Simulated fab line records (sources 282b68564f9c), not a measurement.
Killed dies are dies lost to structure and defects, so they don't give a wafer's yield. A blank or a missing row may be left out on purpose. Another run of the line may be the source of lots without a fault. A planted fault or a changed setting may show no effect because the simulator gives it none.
fab line records    flow rit-cmos
[record] lots = 6  wafers = 18  last-day = 7
route steps=202 shown PWELL@44 WELLDRIVE@50 NWELL@51 NRETRO@53 M1@202
lots that met no fault: from a run of the same line without faults
start-h: the number of hours between the record's first day and the start of the first shown wafer of the lot    wait-h: how many hours have passed since the lot's step before this one    " identical to the entry in the row above    L1.1+2: several wafers, shown together as one row    - no value present, or no start provided    * or withheld: withheld    < > ~ a bound
route shown NAME@n: NAME is a module with steps in the file, n the number in the route of the first one    usual: mean/standard deviation taken from wafers without a fault    same: alike in all rows    chamber/n: place in a boat    sites: the reading at each site    _std_site: their standard deviation    _edge_site: the outer-site mean with the inner-site mean subtracted    radius-mm: for every site, how far away it sits from the centre of the wafer    mask NAME#n: copy n    behind: the tool/chamber that last shaped the wafer    hold: why the lot was held/for how many hours/how that ended    device: the transistor (n, p or np) that didn't switch    end of line: the route-end tests of the same wafers    for a step that has no rows: nothing shown but its recipe    killed: at the first sort, the dies lost to defects and structure; wafer yield is something else    map: a wafer's dies, x killed, . not, _ none there
set.NAME: the run value of the setting; set.NAME@STEP: its run value at that earlier step    model.NAME: the simulator's own value behind a step, which no gauge read
lots at some steps of the route; a table a step, a row a wafer
services: from which hour (start-h, from the record's first day; less than 0 if before it) a tool's chamber was out of use, for how many hours, and why
[[steps]]
[step RIT_PWELL_DEVELOP_05]
[recipe] resist = NOVOLAK  develop-time-s = 65.95  dev-temp-c = 23
[step RIT_PWELL_OVL_MEAS_06]
[usual] PWELL_OVL = 0.3/1.5
lot.wafer  tool        chamber  start-h  wait-h  PWELL_OVL[nm]
L667.1     overlay-02  -        24.19    -       0.0
L667.5     "           -        "        "       0.1
L667.6     "           -        "        "       0.0
L668.3     overlay-01  -        27.05    -       0.1
L668.4     "           -        "        "       0.2
L668.6     "           -        "        "       -3.0
L679.2     overlay-01  -        83.05    -       -2.3
L679.3     "           -        "        "       0.2
L679.6     "           -        "        "       -0.4
L680.1     overlay-01  -        87.65    -       0.4
L680.2     "           -        "        "       0.2
L680.3     "           -        "        "       -0.9
L682.1     overlay-02  -        99.90    -       1.0
L682.4     "           -        "        "       1.5
L682.5     "           -        "        "       3.5
L687.1     overlay-02  -        122.50   -       1.9
L687.2     "           -        "        "       0.1
L687.3     "           -        "        "       -1.2
[step RIT_PWELL_HARDBAKE_07]
[recipe] resist = NOVOLAK  temp-c = 140  time-s = 120
[step RIT_PWELL_IMPLANT_08]
[recipe] species = B  energy-kev = 170  dose-cm2 = 7e+13  tilt-deg = 7
[step RIT_PWELL_STRIP_09]
[recipe] chemistry = O2  time-s = 180  resist = NOVOLAK  platen-temp-c = withheld  power-w = 500  pressure-mtorr = 4000  o2-flow-sccm = 4000
[usual] chamber-pressure-mTorr = 4000/3.9  drypump-motor-current-A = 5.8/0.47
[same] time-s = 180
lot.wafer  tool             chamber  start-h  wait-h  chamber-pressure-mTorr  drypump-motor-current-A  rf-hours-counter-h
L667.1     plasma-asher-03  0        24.63    0.1     3994                    5.9                      40
L667.5     "                0        "        "       3999                    5.9                      -
L667.6     "                1        "        "       3998                    6.0                      -
L668.3     plasma-asher-03  0        27.53    0.1     4000                    5.9                      -
L668.4     "                1        "        "       4002                    6.0                      -
L668.6     "                0        "        "       4003                    5.9                      -
L679.2     plasma-asher-04  1        83.48    0.1     4001                    6.3                      44
L679.3     "                1        "        "       4005                    6.3                      -
L679.6     "                0        "        "       3997                    5.0                      -
L680.1     plasma-asher-03  1        88.08    0.1     4004                    6.1                      46
L680.2     "                0        "        "       4007                    5.9                      46
L680.3     "                0        "        "       3998                    5.9                      -
L682.1     plasma-asher-03  1        100.33   0.1     4003                    6.0                      47
L682.4     "                0        "        "       3998                    5.9                      -
L682.5     "                0        "        "       4004                    5.9                      -
L687.1     plasma-asher-04  1        122.93   0.1     3995                    6.2                      49
L687.2     "                0        "        "       4004                    5.0                      49
L687.3     "                0        "        "       4003                    5.0                      -
[step RIT_PWELL_TW_MEAS_10]
[usual] PWELL_TW = 957/15
lot.wafer  tool           chamber  start-h  wait-h  PWELL_TW
L667.1     film-metro-01  -        24.80    0.1     940
L667.5     "              -        "        "       936
L667.6     "              -        "        "       939
L668.3     film-metro-02  -        27.67    0.1     973
L668.4     "              -        "        "       975
L668.6     "              -        "        "       970
L679.2     film-metro-02  -        83.67    0.1     977
L679.3     "              -        "        "       978
L679.6     "              -        "        "       975
L680.1     film-metro-01  -        88.26    0.1     941
L680.2     "              -        "        "       942
L680.3     "              -        "        "       944
L682.1     film-metro-03  -        100.51   0.1     953
L682.4     "              -        "        "       954
L682.5     "              -        "        "       951
L687.1     film-metro-03  -        123.11   0.1     955
L687.2     "              -        "        "       959
L687.3     "              -        "        "       958
[step RIT_WELLDRIVE_ANNEAL_00]
[recipe] temp-c = 1100  time-s = 14700  ambient = N2
[step RIT_WELLDRIVE_RS_MEAS_01]
[recipe] thk-meas-gauge = four-point-probe
[usual] NWELL_RS = 275.9/0.67
lot.wafer  tool           chamber  start-h  wait-h  NWELL_RS[ohm/sq]
L667.1     film-metro-03  -        29.95    0.0     275.0
L667.5     "              -        "        "       275.4
L667.6     "              -        "        "       275.4
L668.3     film-metro-03  -        32.83    0.0     275.8
L668.4     "              -        "        "       275.5
L668.6     "              -        "        "       275.7
L679.2     film-metro-03  -        88.82    0.0     276.2
L679.3     "              -        "        "       275.5
L679.6     "              -        "        "       275.3
L680.1     film-metro-02  -        93.51    0.0     275.6
L680.2     "              -        "        "       276.3
L680.3     "              -        "        "       276.0
L682.1     film-metro-02  -        107.14   0.0     276.3
L682.4     "              -        "        "       276.2
L682.5     "              -        "        "       277.2
L687.1     film-metro-02  -        128.25   0.0     275.4
L687.2     "              -        "        "       275.8
L687.3     "              -        "        "       275.2
[step RIT_WELLDRIVE_RS_MEAS_02]
[recipe] thk-meas-gauge = four-point-probe
[usual] PWELL_RS = 430.1/1.3
lot.wafer  tool           chamber  start-h  wait-h  PWELL_RS[ohm/sq]
L667.1     film-metro-03  -        30.07    0.1     430.8
L667.5     "              -        "        "       430.3
L667.6     "              -        "        "       430.1
L668.3     film-metro-03  -        32.95    0.1     429.6
L668.4     "              -        "        "       429.9
L668.6     "              -        "        "       428.5
L679.2     film-metro-03  -        88.94    0.1     431.3
L679.3     "              -        "        "       431.1
L679.6     "              -        "        "       430.2
L680.1     film-metro-02  -        93.63    0.1     428.7
L680.2     "              -        "        "       428.9
L680.3     "              -        "        "       428.7
L682.1     film-metro-02  -        107.26   0.1     429.2
L682.4     "              -        "        "       430.1
L682.5     "              -        "        "       428.4
L687.1     film-metro-02  -        128.37   0.1     430.7
L687.2     "              -        "        "       428.3
L687.3     "              -        "        "       430.1
[step RIT_NRETRO_HMDS_00]
[recipe] prime-time-s = 60  prime-temp-c = 140
[step RIT_NRETRO_COAT_01]
[recipe] resist = NOVOLAK  spin-rpm = 2000  resist-thk-nm = 1300
[step RIT_NRETRO_SOFTBAKE_02]
[recipe] resist = NOVOLAK  temp-c = 90  time-s = 60
[step RIT_NRETRO_EXPOSE_03]
[recipe] mask-id = M4  na = 0.57  target-cd-nm = 43900  dose-mj = 250
lot.wafer   tool              chamber  start-h  wait-h  mask  model.NRETRO.overlay-x-nm
L667.1+5+6  iline-stepper-01  0        30.76    0.2     M4#0  0.001009
L668.3+4+6  iline-stepper-02  0        33.65    0.2     M4#0  0.4968
L679.2+3+6  iline-stepper-01  0        89.63    0.2     M4#0  421.4
L680.1+2+3  iline-stepper-01  0        94.20    0.1     M4#0  420.8
L682.1+4+5  iline-stepper-02  0        107.83   0.1     M4#0  3.031
L687.1+2+3  iline-stepper-02  0        129.06   0.2     M4#0  -2.801
[step RIT_NRETRO_PEB_04]
[recipe] resist = NOVOLAK  temp-c = withheld  time-s = withheld
[step RIT_NRETRO_DEVELOP_05]
[recipe] resist = NOVOLAK  develop-time-s = 68  dev-temp-c = 23
[step RIT_NRETRO_OVL_MEAS_06]
[usual] NRETRO_OVL = 0.5/1.4
lot.wafer  tool        chamber  start-h  wait-h  NRETRO_OVL[nm]
L667.1     overlay-02  -        31.19    -       -0.8
L667.5     "           -        "        "       -1.3
L667.6     "           -        "        "       -0.4
L668.3     overlay-01  -        34.05    -       -0.1
L668.4     "           -        "        "       0.7
L668.6     "           -        "        "       0.7
L679.2     overlay-02  -        90.05    -       421.6
L679.3     "           -        "        "       422.9
L679.6     "           -        "        "       421.9
L680.1     overlay-01  -        94.63    -       421.3
L680.2     "           -        "        "       421.4
L680.3     "           -        "        "       421.7
L682.1     overlay-01  -        108.26   -       0.3
L682.4     "           -        "        "       1.5
L682.5     "           -        "        "       2.3
L687.1     overlay-02  -        129.49   -       -1.0
L687.2     "           -        "        "       -1.6
L687.3     "           -        "        "       0.3
[step RIT_NRETRO_HARDBAKE_07]
[recipe] resist = NOVOLAK  temp-c = 140  time-s = 120
[step RIT_M1_PROBE_99]
[usual] killed-at-contacts = 0.1/0.24  killed-at-front-end = 7/3.1  killed-dies = 7/3.1  killed-open = 3.6/2.1  killed-short = 3.2/2
[same] gross-dies = 264  killed_at_M0_to_M3 = 0  killed_at_M4_up = 0  killed-at-back-side = 0  killed-at-other = 0
lot.wafer  tool       chamber  start-h  wait-h  killed-at-contacts  killed-at-front-end  killed-dies  killed-open  killed-short  model.etest.well-edge-left.line-ohm-um  model.etest.retro-edge-nmos.off-log10-a-um  model.etest.retro-edge-pmos.off-log10-a-um
L667.1     prober-02  -        57.93    0.1     0                   4                    4            2            2             181.1                                   -9.541                                      -10.05
L667.5     prober-02  -        58.13    0.2     0                   5                    5            4            1             180.7                                   -9.613                                      -10.23
L667.6     prober-02  -        58.18    0.2     0                   8                    8            3            5             180.4                                   -10                                         -10.37
L668.3     prober-01  -        64.10    0.2     0                   12                   12           7            5             183                                     -10.11                                      -10.38
L668.4     prober-01  -        64.15    0.2     0                   5                    5            2            3             181.9                                   -10.07                                      -10.31
L668.6     prober-01  -        64.25    0.2     0                   18                   18           9            9             184.2                                   -10.07                                      -10.39
L679.2     prober-02  -        117.96   0.1     0                   2                    2            2            0             190.4                                   -7.271                                      -7.216
L679.3     prober-02  -        118.01   0.2     0                   6                    6            4            2             190.8                                   -7.257                                      -7.302
L679.6     prober-02  -        118.16   0.2     0                   8                    8            4            4             187.5                                   -7.444                                      -7.392
L680.1     prober-01  -        124.50   0.1     0                   4                    4            1            3             188.6                                   -7.325                                      -7.758
L680.2     prober-01  -        124.55   0.1     0                   8                    8            4            4             184.8                                   -7.264                                      -7.831
L680.3     prober-01  -        124.60   0.2     0                   7                    7            3            4             190.5                                   -7.394                                      -7.579
L682.1     prober-01  -        136.28   0.1     0                   3                    3            2            1             182.5                                   -10.39                                      -10.68
L682.4     prober-01  -        136.43   0.2     1                   5                    6            1            5             182.1                                   -10.27                                      -10.6
L682.5     prober-01  -        136.48   0.2     0                   4                    4            4            0             184.3                                   -9.806                                      -10.53
L687.1     prober-02  -        157.48   0.1     0                   5                    5            3            2             181.8                                   -10.03                                      -10.14
L687.2     prober-02  -        157.53   0.1     0                   6                    6            2            4             184.8                                   -10.2                                       -10.15
L687.3     prober-02  -        157.58   0.2     0                   12                   12           6            6             183                                     -9.914                                      -9.835
// killed by level:class
L667.1 REOX:geometric-particle:short=1 SPACER:geometric-particle:open=1 SPACER:geometric-particle:short=1 SILICIDE:geometric-particle:open=1
L667.5 FOX1:geometric-particle:open=1 FOX2:geometric-particle:open=1 GATE:geometric-particle:short=1 GATE:geometric-particle:open=1 SILICIDE:geometric-particle:open=1
L667.6 FOX1:geometric-particle:short=2 GATE:geometric-particle:open=2 GATE:geometric-particle:short=1 REOX:geometric-particle:open=1 REOX:geometric-particle:short=1 SPACER:geometric-particle:short=1
L668.3 GATE:geometric-particle:short=5 FOX1:geometric-particle:open=3 GATE:geometric-particle:open=2 SPACER:geometric-particle:open=2
L668.4 FOX1:geometric-particle:short=1 FOX1:geometric-particle:open=1 GATE:geometric-particle:open=1 GATE:geometric-particle:short=1 REOX:geometric-particle:short=1
L668.6 GATE:geometric-particle:short=6 FOX1:geometric-particle:open=3 GATE:geometric-particle:open=2 SPACER:geometric-particle:short=2 SPACER:geometric-particle:open=2 FOX2:geometric-particle:short=1 REOX:geometric-particle:open=1 SILICIDE:geometric-particle:open=1
L679.2 GATE:geometric-particle:open=2
L679.3 GATE:geometric-particle:open=2 SILICIDE:geometric-particle:open=2 FOX1:geometric-particle:short=1 REOX:geometric-particle:short=1
L679.6 GATE:geometric-particle:open=3 SILICIDE:geometric-particle:short=2 FOX1:geometric-particle:open=1 FOX1:geometric-particle:short=1 REOX:geometric-particle:short=1
L680.1 FOX1:geometric-particle:short=1 GATE:geometric-particle:short=1 GATE:geometric-particle:open=1 SILICIDE:geometric-particle:short=1
L680.2 GATE:geometric-particle:open=4 GATE:geometric-particle:short=4
L680.3 GATE:geometric-particle:short=2 SPACER:geometric-particle:short=2 FOX1:geometric-particle:open=1 GATE:geometric-particle:open=1 SILICIDE:geometric-particle:open=1
L682.1 GATE:geometric-particle:short=1 GATE:geometric-particle:open=1 REOX:geometric-particle:open=1
L682.4 REOX:geometric-particle:short=3 GATE:geometric-particle:short=1 SPACER:geometric-particle:open=1 CONTACT:geometric-particle:short=1
L682.5 FOX1:geometric-particle:open=2 GATE:geometric-particle:open=1 REOX:geometric-particle:open=1
L687.1 GATE:geometric-particle:open=2 GATE:geometric-particle:short=1 REOX:geometric-particle:short=1 SILICIDE:geometric-particle:open=1
L687.2 FOX2:geometric-particle:short=2 FOX2:geometric-particle:open=1 GATE:geometric-particle:open=1 REOX:geometric-particle:short=1 SPACER:geometric-particle:short=1
L687.3 FOX1:geometric-particle:open=3 REOX:geometric-particle:short=3 GATE:geometric-particle:open=2 FOX1:geometric-particle:short=1 REOX:geometric-particle:open=1 SPACER:geometric-particle:short=1 SILICIDE:geometric-particle:short=1
[[services]]
tool              chamber  start-h  hours  kind
iline-stepper-02  -        9.16     1.0    repair
plasma-asher-03   -        45.88    4.0    pm
plasma-asher-03   -        108.71   1.9    repair
[[key]]
[first-sign] step = RIT_NRETRO_OVL_MEAS_06  reading = NRETRO_OVL  direction = up  sigmas = 99+  usual = 0.5  struck = 421.8
effect none on later readings
[model-effect] step = RIT_NRETRO_EXPOSE_03  value = NRETRO.overlay-x-nm  without = 1.102  struck = 421.1
[model-effect] step = RIT_M1_PROBE_99  value = etest.well-edge-left.line-ohm-um  without = 183.2  struck = 188.8
met-at RIT_NRETRO_EXPOSE_03
struck-wafers L679.2,L679.3,L679.6,L680.1,L680.2,L680.3
tester-left-out L679,L680
[loop-trim] step = RIT_M1_EXPOSE_06  setting = dose  lots = L679,L680
onset-between 30.76 89.63
[fault] kind = scanner-matching-overlay  tool = iline-stepper-01  chamber = -  onset-h = 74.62  steps = RIT_NRETRO_EXPOSE_03  offset = 420
// tester-left-out: of these lots the tester's yield and bins aren't shown, on N5 and GAA mostly nor the transistor test; their killed dies are dies lost to structure and defects alone, not to doping, threshold or leakage, so they don't give the yield
// loop-trim: a control loop set the setting to another value than it would have without faults
